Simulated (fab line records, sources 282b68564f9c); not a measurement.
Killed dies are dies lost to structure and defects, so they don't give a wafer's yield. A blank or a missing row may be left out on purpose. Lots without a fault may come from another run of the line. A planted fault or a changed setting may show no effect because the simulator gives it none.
Problem report in the 8D (eight disciplines) form, filled by code | flow rit_cmos | the parts of the form that need people (team, actions taken, sign-off) are left out

1. THE PROBLEM
run_length_s at RIT_FOX1_WET_ETCH_02 reads a mean of 658 s on 6 wafers of 2 lots; wafers without a fault read 420 s with a standard deviation of 3.9. That is +61 standard deviations from the usual mean.
The step: etches SiO2 in BOE, target depth 350 nm, time 390 s.
First seen on wafer L112.1, day 4 00:04, on wet_bench-03. The record holds 42 wafers of 14 lots with a number at this step. Rule for "out", or "out of limits": more than 4 standard deviations from the usual mean. The other wafers with a number count as sound.

2. WHAT IT IS AND WHAT IT IS NOT
question                    | is                     | is not
which readings at this step | run_length_s           | -
which lots                  | L112, L113             | L101, L102, L105, L106, L108, L114, L115, L117, L120, L121, L122, L124
which wafers of those lots  | all that have a number | -
read on which tools         | wet_bench-03           | wet_bench-01, wet_bench-02
when                        | from day 4 00:04       | up to then (15 sound wafers); but 21 sound wafers of L114, L115, L117, L120, L121, L122, L124 came after

3. SUSPECTS, AND WHAT RULES EACH OUT
Counting: a tool at a process step up to the reading stays a suspect if it ran every lot that is out and no sound lot after the first of them.
- wet_bench-03 at RIT_FOX1_WET_ETCH_02 (etches SiO2 in BOE, target depth 350 nm, time 390 s): kept. It ran every lot that is out, first L112 (day 4 00:04), and no sound lot after that; its last sound lot up to then is L105 (day 2 14:01). Its own readings are out on those wafers: run_length_s.
Left after counting: wet_bench-03 at RIT_FOX1_WET_ETCH_02.

4. THE CAUSE (what the simulator had put in)
Process parameter drift: wet_bench-03, from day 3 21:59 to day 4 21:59, at RIT_FOX1_WET_ETCH_02. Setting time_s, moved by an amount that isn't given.
Counting left only this tool.

5. THE CHAIN OF EFFECTS, in route order
Each row: a reading whose mean over the struck wafers that have a number lies more than 3 standard deviations from the usual. Only readings for which the record gives a usual standard deviation are gone through. hours: the time from each lot's start at the first step in this table that gives one to its start at this step, as a median over the lots. sigmas: the change in usual standard deviations.
hours | step                 | reading      | usual | on struck wafers | change | sigmas
0     | RIT_FOX1_WET_ETCH_02 | run_length_s | 420 s | 658              | +238   | +61
The process steps in it:
- RIT_FOX1_WET_ETCH_02: etches SiO2 in BOE, target depth 350 nm, time 390 s.

6. WHAT WOULD HAVE CAUGHT IT SOONER
In this record the first reading out of limits was taken at day 4 00:04, 2 hours after the fault began at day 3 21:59.
